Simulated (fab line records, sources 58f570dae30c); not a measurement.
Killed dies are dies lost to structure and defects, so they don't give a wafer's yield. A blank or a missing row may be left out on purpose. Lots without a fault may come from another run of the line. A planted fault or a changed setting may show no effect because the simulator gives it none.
Which tool did it? | flow berkeley_cmos170 | 7 lots, 21 wafers sampled, at 4 steps of a route of 331

WHAT THE GAUGES READ, wafer by wafer
UCB170_PLDD_TW_MEAS_11.
lot  | measured     | on            | PLDD_TW
L183 | day 7 01:56  | film_metro-03 | 1142 1138 1139
L184 | day 7 01:31  | film_metro-03 | 1007 1013 1009
L187 | day 7 10:55  | film_metro-04 | 1008 1011 1011
L191 | day 8 01:50  | film_metro-01 | 1151 1154 1150
L197 | day 9 14:29  | film_metro-01 | 1013 1014 1021
L199 | day 10 05:13 | film_metro-03 | 1011 1009 1011
L202 | day 10 19:47 | film_metro-04 | 1000 992 1001

WHICH TOOL RAN EACH LOT (tool, then ch and the chambers of the sampled wafers, then the start)
lot  | UCB170_PFIELD_STRIP_08              | UCB170_GATE_STRIP_16                 | UCB170_PLDD_IMPLANT_09
L183 | plasma_asher-01 ch 0,1, day 4 20:48 | plasma_asher-04 ch 0,1, day 6 23:30  | implanter-04 ch 0, day 7 01:22
L184 | plasma_asher-01 ch 0,1, day 4 21:17 | plasma_asher-01 ch 0,1, day 6 23:15  | implanter-01 ch 0, day 7 01:17
L187 | plasma_asher-02 ch 0,1, day 5 15:25 | plasma_asher-04 ch 0,1, day 7 08:10  | implanter-04 ch 0, day 7 10:40
L191 | plasma_asher-03 ch 0,1, day 6 05:17 | plasma_asher-04 ch 0,1, day 7 23:02  | implanter-04 ch 0, day 8 01:01
L197 | plasma_asher-03 ch 0,1, day 7 19:10 | plasma_asher-04 ch 0,1, day 9 11:53  | implanter-03 ch 0, day 9 14:12
L199 | plasma_asher-03 ch 0,1, day 8 04:37 | plasma_asher-01 ch 0,1, day 10 02:43 | implanter-01 ch 0, day 10 04:58
L202 | plasma_asher-02 ch 0,1, day 8 17:55 | plasma_asher-04 ch 0,1, day 10 18:00 | implanter-04 ch 0, day 10 19:32
- UCB170_PFIELD_STRIP_08: strips in O2.
- UCB170_GATE_STRIP_16: strips in O2.
- UCB170_PLDD_IMPLANT_09

THE ANSWER, worked out from the rows above alone
Rule: what is usual is taken from the lots themselves. Put in order of their means at a reading, lots are off if they are a third of the lots or fewer, leave a main group of 4 or more, and stand apart from it by a gap of 3 or more times the standard deviation of the main group's means; of several such gaps the widest counts. A main group whose means are all the same, to the digits that the tables above print for the reading, isn't used. A lot without any number at a reading at which 4 lots or more have one is off too. The other lots that the step has rows for count as sound.
Off: L183, L191, at UCB170_PLDD_TW_MEAS_11 (PLDD_TW). The main group: mean 1009, standard deviation 6.
A tool fits if, at a process step before that reading, it ran every lot that is off, and no sound lot after the first of them. The gauges at UCB170_PLDD_TW_MEAS_11 are tried like those tools. None of those tried fits.

WHAT THE SIMULATOR HAD PUT IN
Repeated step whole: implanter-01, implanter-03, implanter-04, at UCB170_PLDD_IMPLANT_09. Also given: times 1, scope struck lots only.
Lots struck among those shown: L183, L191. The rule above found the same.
